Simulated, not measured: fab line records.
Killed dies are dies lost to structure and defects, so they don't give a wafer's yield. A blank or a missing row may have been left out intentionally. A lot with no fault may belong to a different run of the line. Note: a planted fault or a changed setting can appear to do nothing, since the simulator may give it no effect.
Chamber matching	flow rit cmos	4 sister chambers for RIT_GATE_ETCH_19 on rie si-01
The step etches poly-Si in SF6/CHF3/O2, stops on SiO2, time 165 s, target depth 312.5 nm. 8 wafers are shown with their chamber, then 7 later ones without.

WAFERS, EACH WITH ITS CHAMBER
wafer	chamber	throttle valve pct (%)	run length s (s)
L682.4	1	10.46	192.6
L682.5	0	10.22	192.8
L682.6	1	10.47	192.3
L686.3	0	10.21	193.0
L686.4	3	10.40	193.0
L686.6	2	10.56	194.3
L688.2	3	10.39	192.7
L688.3	2	10.54	193.4

WAFERS MISSING THEIR CHAMBER
wafer	throttle valve pct (%)	run length s (s)
L688.6	10.55	193.5
L690.1	10.57	193.6
L690.4	10.46	192.4
L690.6	10.40	192.6
L696.2	10.48	192.8
L696.3	10.41	192.7
L696.4	10.56	193.8

WHICH CHAMBER EACH ONE RAN IN
wafer	from the rows above	in truth
L688.6	2	2
L690.1	2	2
L690.4	1	1
L690.6	3	3
L696.2	1	1
L696.3	3	3
L696.4	2	2
Correct placement for 7 of the 7. Left unplaced by these rows: 0. Wrongly placed: 0.
How it was worked out, from the rows above alone: a wafer's distance from a chamber is the root of the sum, over the readings, of the square of ((its reading less the chamber's mean) divided by the reading's scatter). The wafer belongs to the nearest chamber; if the next one is less than 2 further off, it can't be placed. For every chamber, the mean is computed from those of its wafers that are shown. The scatter: the root of (the sum of the squares of (reading less its chamber's mean) over the shown wafers, divided by (wafers less chambers)).
